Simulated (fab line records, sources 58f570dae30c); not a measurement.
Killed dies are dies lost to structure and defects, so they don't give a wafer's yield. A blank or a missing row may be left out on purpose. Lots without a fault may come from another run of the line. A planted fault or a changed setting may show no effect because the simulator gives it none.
One fault seen from 2 desks | flow berkeley_cmos170 | each desk has only its own numbers; what lay behind them comes last

THE TOOL OWNER'S DESK: implanter-03
The tool's own readings at UCB170_PLDD_IMPLANT_08: means of the sampled wafers that have a number, for each lot that ran on this tool. A lot is out of limits, marked OUT, if its mean lies more than 4 standard deviations from the usual mean; the brackets give that distance.
Columns: A = dose_ions_cm2 at UCB170_PLDD_IMPLANT_08, usual 5.001e+13; B = faraday_current_uA at UCB170_PLDD_IMPLANT_08, usual 156; C = rotation_deg at UCB170_PLDD_IMPLANT_08, usual 0.000 degrees
lot  | first seen here | A                           | B              | C
L468 | day 7 16:14     | 5.007e+13                   | 159            | -0.011
L471 | day 7 20:50     | 5.004e+13                   | 155            | -0.019
L478 | day 9 16:57     | 5.797e+13 (+99 or more) OUT | 185 (+6.2) OUT | -0.003
L477 | day 9 17:19     | 5.792e+13 (+99 or more) OUT | 184 (+6.0) OUT | -0.011
This desk's finding: out of limits on L477, L478; first on L478, day 9 16:57 (dose_ions_cm2 at UCB170_PLDD_IMPLANT_08). In limits: L468, L471.

THE METROLOGY DESK
What the gauges read, lot by lot, whatever tool the lot ran on: means of the sampled wafers that have a number. A lot is out of limits, marked OUT, if its mean lies more than 4 standard deviations from the usual mean; the brackets give that distance.
Columns: A = PLDD_TW at UCB170_PLDD_TW_MEAS_11, usual 1005; B = PLDD_RS at UCB170_SDANNEAL_RS_MEAS_04, usual 1031 ohm/sq; C = M2_OVL at UCB170_M2_OVL_MEAS_16, usual 1 nm
lot  | first seen here | A    | B             | C
L468 | day 7 16:38     | 1010 | 1028          | -1
L469 | day 7 18:00     | 1012 | 1027          | 3
L471 | day 7 21:14     | 1004 | 1032          | 4
L478 | day 9 17:20     | 1025 | 967 (-21) OUT | -3
L479 | day 9 17:26     | 1004 | 1032          | 3
L477 | day 9 17:41     | 1023 | 969 (-20) OUT | 8
L483 | day 11 01:43    | 1010 | 1033          | 7
L484 | day 11 01:47    | 1005 | 1028          | 0
L485 | day 11 02:08    | 1004 | 1027          | -3
L487 | day 11 18:31    | 1006 | 1030          | 6
L490 | day 11 18:41    | 1002 | 1035          | 3
L489 | day 11 18:49    | 1009 | 1028          | -0
L488 | day 11 19:07    | 1008 | 1026          | 2
L491 | day 12 11:33    | 1002 | 1032          | 7
This desk's finding: out of limits on L477, L478; first on L478, day 10 08:56 (PLDD_RS at UCB170_SDANNEAL_RS_MEAS_04). In limits: L468, L469, L471, L479, L483, L484, L485, L487, L490, L489, L488, L491.

PUT TOGETHER
The tool owner's desk could have raised an alarm at day 9 16:57, on L477, L478.
The metrology desk could have raised an alarm at day 10 08:56, on L477, L478.
Of the lots named, all ran UCB170_PLDD_IMPLANT_08 on implanter-03.

WHAT THE SIMULATOR HAD PUT IN
Process parameter drift: implanter-03, from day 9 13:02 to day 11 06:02, at UCB170_PLDD_IMPLANT_08. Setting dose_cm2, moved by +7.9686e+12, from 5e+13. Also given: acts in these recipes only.
Lots struck among those shown: L477, L478.
Hours from the fault's start to each desk's first reading out of limits: the tool owner's desk, 4; the metrology desk, 20.
